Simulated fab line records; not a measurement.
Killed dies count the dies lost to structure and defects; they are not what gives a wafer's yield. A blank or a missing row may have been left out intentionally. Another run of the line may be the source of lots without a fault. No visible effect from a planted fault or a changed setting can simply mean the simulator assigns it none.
Which tool did it? -- flow rit_cmos -- 11 lots with 33 wafers sampled at 2 steps, on a route of 202 steps

## WHAT THE GAUGES SHOWED, per wafer
RIT_NSD_TW_MEAS_10.
lot,measured,on,NSD_TW
L921,day 3 04:11,film_metro-02,3105 3110 3098
L922,day 3 09:14,film_metro-02,3104 3107 3117
L923,day 3 11:17,film_metro-03,3129 3122 3105
L925,day 4 04:32,film_metro-03,3134 3124 3111
L928,day 4 19:35,film_metro-04,3146 3147 3144
L930,day 5 05:53,film_metro-03,3158 3148 3176
L932,day 5 17:26,film_metro-03,3133 3118 3128
L936,day 6 05:50,film_metro-03,3118 3124 3120
L938,day 6 18:52,film_metro-03,3112 3126 3123
L943,day 7 23:28,film_metro-03,3103 3115 3117
L944,day 8 11:24,film_metro-03,3125 3103 3098

## WHAT TOOL EACH LOT RAN ON (gives the tool, then ch and the chambers of the sampled wafers, and finally the start)
lot,RIT_NSD_IMPLANT_08
L921,"implanter-01 ch 0, day 3 03:54"
L922,"implanter-01 ch 0, day 3 08:55"
L923,"implanter-02 ch 0, day 3 10:59"
L925,"implanter-01 ch 0, day 4 04:13"
L928,"implanter-01 ch 0, day 4 19:17"
L930,"implanter-01 ch 0, day 5 05:35"
L932,"implanter-02 ch 0, day 5 17:08"
L936,"implanter-03 ch 0, day 6 05:32"
L938,"implanter-03 ch 0, day 6 18:34"
L943,"implanter-03 ch 0, day 7 23:08"
L944,"implanter-03 ch 0, day 8 11:04"
- RIT_NSD_IMPLANT_08

## WHAT THE TOOLS THEMSELVES READ (means of the sampled wafers that have a number; where no wafer has one, the mark that the record gives instead)
RIT_NSD_IMPLANT_08.
lot,tool,beam_energy_keV
L921,implanter-01,24.998
L922,implanter-01,24.998
L923,implanter-02,24.998
L925,implanter-01,25.003
L928,implanter-01,25.916
L930,implanter-01,25.933
L932,implanter-02,24.998
L936,implanter-03,25.004
L938,implanter-03,25.007
L943,implanter-03,25.004
L944,implanter-03,24.994

## THE ANSWER, worked out from the rows above alone
Rule: usual is defined by the lots themselves. Put in order of their means at a reading, lots are off if they are a third of the lots or fewer, leave a main group of 4 or more, and stand apart from it by a gap of 3 or more times the standard deviation of the main group's means; of several such gaps the widest counts. If all means in a main group match to the digits the tables above print for the reading, that group is not used. A lot without any number at a reading at which 4 lots or more have one is off too. The other lots that the step has rows for count as sound. Order of review: gauges by route order, followed by the tools' own readings, for which a lot's mean as printed above is used. At the first step where some lot is off, the reading lying furthest off is the one used; lots without a number count as furthest.
Off at RIT_NSD_IMPLANT_08 (beam_energy_keV): L928, L930. Main group: mean 25.000, sd 0.0039.
A tool fits if, at that step or a process step before it, it ran every lot that is off, and no sound lot after the first of them. One fits: RIT_NSD_IMPLANT_08 on implanter-01. Its last sound lot is L925 (day 4 04:13), its first lot that is off L928 (day 4 19:17): a fault that began between those two fits.
On the lots that are off, the tool's own readings at RIT_NSD_IMPLANT_08 differ by more than 5 times the standard deviation of the sound lots' means, which bears it out; beam_energy_keV reads 25.925 there versus 25.000 on the sound lots.

## WHAT THE SIMULATOR PUT IN
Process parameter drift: implanter-01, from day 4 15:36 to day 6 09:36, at RIT_NSD_IMPLANT_08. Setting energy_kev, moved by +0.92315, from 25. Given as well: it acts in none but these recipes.
Lots struck among those shown: L928, L930. This agrees with what the rule above found.
